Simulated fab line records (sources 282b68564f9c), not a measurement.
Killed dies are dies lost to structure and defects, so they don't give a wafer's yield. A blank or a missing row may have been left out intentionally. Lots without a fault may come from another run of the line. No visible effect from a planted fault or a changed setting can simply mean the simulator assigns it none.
A single fault, viewed from 2 desks	flow rit cmos	each desk has only its own numbers; what lay behind them comes last

AT THE TOOL OWNER'S DESK: rtp anneal-01
The tool's own readings at RIT_SILICIDE_RTA_04 (time 10 s, ramp up 5 s, ramp down 5 s): means of the sampled wafers that have a number, for each lot that ran on this tool. The brackets show how far a lot's mean lies from the usual mean; more than 4 standard deviations puts the lot out of limits, marked OUT.
Columns: A = chamber o2 ppm at RIT_SILICIDE_RTA_04, usual 1.999; B = wafer_temp_C_max at RIT_SILICIDE_RTA_04, usual 652.0
lot	first seen here	A	B
L834	day 3 11:46	1.983	651.6
L836	day 3 17:59	2.014	651.7
L838	day 4 07:55	1.979	651.7
L840	day 4 19:31	1.994	652.2
L842	day 5 06:35	1.986	652.2
L844	day 5 14:14	2.009	651.8
L846	day 6 00:27	2.004	652.2
L852	day 7 03:56	1502.000 (+99 or more) OUT	651.5
L854	day 7 14:48	1502.000 (+99 or more) OUT	652.0
This desk finds L852, L854 out of limits, L852 being first, at day 7 03:56 (chamber o2 ppm at RIT_SILICIDE_RTA_04). L834, L836, L838, L840, L842, L844, L846 stayed within limits.

METROLOGY DESK
What the gauges read for every lot (on any tool): the sampled wafers with a number, averaged. The brackets show how far a lot's mean lies from the usual mean; more than 4 standard deviations puts the lot out of limits, marked OUT.
Columns: A = NRETRO_OVL at RIT_NRETRO_OVL_MEAS_06, usual 0.2 nm
lot	first seen here	A
L833	day 2 07:57	1.3
L834	day 2 12:12	1.7
L835	day 2 16:44	1.5
L836	day 2 21:25	1.4
L837	day 3 01:35	1.3
L838	day 3 08:02	0.1
L839	day 3 11:40	-0.0
L840	day 3 20:09	0.2
L842	day 4 06:53	-0.0
L844	day 4 14:19	-2.3
L845	day 4 19:32	-1.3
L846	day 5 00:38	-0.5
L852	day 6 05:05	-1.0
L854	day 6 17:11	-0.3
This desk's finding: nothing out of limits on any of the 14 lots.

TAKEN TOGETHER
At day 7 03:56, on L852, L854, the tool owner's desk was in a position to raise an alarm.
Metrology desk: nothing out of limits seen.
The metrology desk has L852, L854 on record, within its limits.
On rtp anneal-01, each named lot ran RIT_SILICIDE_RTA_04.

WHAT WAS PUT IN BY THE SIMULATOR
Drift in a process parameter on rtp anneal-01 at RIT_SILICIDE_RTA_04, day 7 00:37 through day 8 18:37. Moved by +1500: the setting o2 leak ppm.
Struck lots among those shown: L852, L854.
Time in hours from fault onset to the first out-of-limits reading at each desk: the tool owner's desk, 3.
